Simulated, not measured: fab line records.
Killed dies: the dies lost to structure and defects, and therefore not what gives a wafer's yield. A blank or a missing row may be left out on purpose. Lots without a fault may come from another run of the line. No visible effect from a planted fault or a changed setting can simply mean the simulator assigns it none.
Split-lot trial -- flow berkeley cmos170 -- route with 331 steps; 5 lots, 23 wafers read

## ON THE SPLIT
At UCB170_M1_METAL_ETCH_12 (etches Al in Cl2/BCl3, stops on PSG, target depth 780 nm, time 130 s), the setting time s was moved away from the recipe's 130 s on 8 of the 23 wafers read, by -13.7% to -7.2%. All remaining wafers had this setting at the recipe value.

The reading is taken at the split's own step.

## THE READING
oes product au, in a.u., at UCB170_M1_METAL_ETCH_12 (etches Al in Cl2/BCl3, stops on PSG, target depth 780 nm, time 130 s). Fault-free wafers of this fab line usually give 0.854 a.u., standard deviation 0.01 a.u.

wafer,"tool, chamber at the split","time s as run, s",against the recipe,"oes product au, a.u.",against lot-mates on the recipe
L075.1,"rie metal-03, 0",130,recipe,0.845,-
L075.2,"rie metal-03, 0",130,recipe,0.838,-
L075.4,"rie metal-03, 0",130,recipe,0.849,-
L074.2,"rie metal-01, 1",130,recipe,0.861,-
L074.3,"rie metal-01, 1",130,recipe,0.853,-
L074.4,"rie metal-01, 1",130,recipe,0.857,-
L074.5,"rie metal-01, 1",130,recipe,0.856,-
L074.6,"rie metal-01, 1",130,recipe,0.862,-
L080.1,"rie metal-03, 0",112.2,-13.7%,0.915,+0.056
L080.2,"rie metal-03, 1",130,recipe,0.872,-
L080.4,"rie metal-03, 0",130,recipe,0.847,-
L080.5,"rie metal-03, 0",112.2,-13.7%,0.923,+0.064
L080.6,"rie metal-03, 1",112.2,-13.7%,0.925,+0.066
L083.1,"rie metal-01, 0",120.6,-7.2%,0.904,+0.046
L083.3,"rie metal-01, 0",130,recipe,0.855,-
L083.4,"rie metal-01, 1",120.6,-7.2%,0.913,+0.055
L083.5,"rie metal-01, 1",130,recipe,0.866,-
L083.6,"rie metal-01, 0",130,recipe,0.853,-
L084.1,"rie metal-03, 1",130,recipe,0.862,-
L084.2,"rie metal-03, 0",119.9,-7.8%,0.882,+0.027
L084.3,"rie metal-03, 1",119.9,-7.8%,0.892,+0.037
L084.4,"rie metal-03, 0",119.9,-7.8%,0.888,+0.033
L084.6,"rie metal-03, 0",130,recipe,0.847,-

THE FIT
A straight line over all 23 wafers: oes product au changes by -0.00496 a.u. for each +1% of time s; r = -0.94; the points scatter about the line by 0.0098 a.u.
The same after taking each lot's own level away (the mean of its wafers on the recipe; 23 wafers): -0.00468 a.u. for each +1%; r = -0.95; scatter 0.0081 a.u.
The reading moves by 0.064 a.u. for the largest change in time s, on that fit.
Across the lots, their own levels run from 0.8440 to 0.8595 a.u., a range of 1.5 times the standard deviation given above.
Consequently the slope shifts little with the lot-to-lot level, the two slopes agreeing.
Check: for one of the wafers moved furthest among these (-13.7%), held out of the fit, the line's prediction against its lot-mates is +0.0675 a.u. Against them it came out at +0.0555 a.u.
Tool readings at the split's step, against how far the setting was moved: oes product au r = -0.94.

## THESE WAFERS: OTHER SPLITS
Note: prior to the reading, these wafers also went through further splits. Each is held against what the fit with the lots' levels taken away leaves over:
other split on the same wafers,wafers away from the commonest value,r with oes product au (lot level and that fit taken away)
UCB170_PSD_COAT_01 spin rpm,7,-0.05
UCB170_BACKSIDE_COAT_01 spin rpm,5,-0.13
UCB170_CONTACT_COAT_04 resist thk nm,9,-0.15

## THE WHOLE CHAIN: every reading that the file lists as answering this split, in the file's order
step,what it does,reading,change (the file's fit),r (the file's)
UCB170_M1_METAL_ETCH_12,"etches Al in Cl2/BCl3, stops on PSG, target depth 780 nm, time 130 s",oes product au,-0.00485 a.u. for each +1% of the setting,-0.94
UCB170_M1_METAL_ETCH_12,"etches Al in Cl2/BCl3, stops on PSG, target depth 780 nm, time 130 s","KrF_of_M1_COAT_04.thk nm (the simulator's own value, which no gauge read)",-4.38 nm for each +1% of the setting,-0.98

## THE FILE'S OWN FIT
oes product au changes by -0.00485 a.u. for each +1% of time s, r = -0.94.
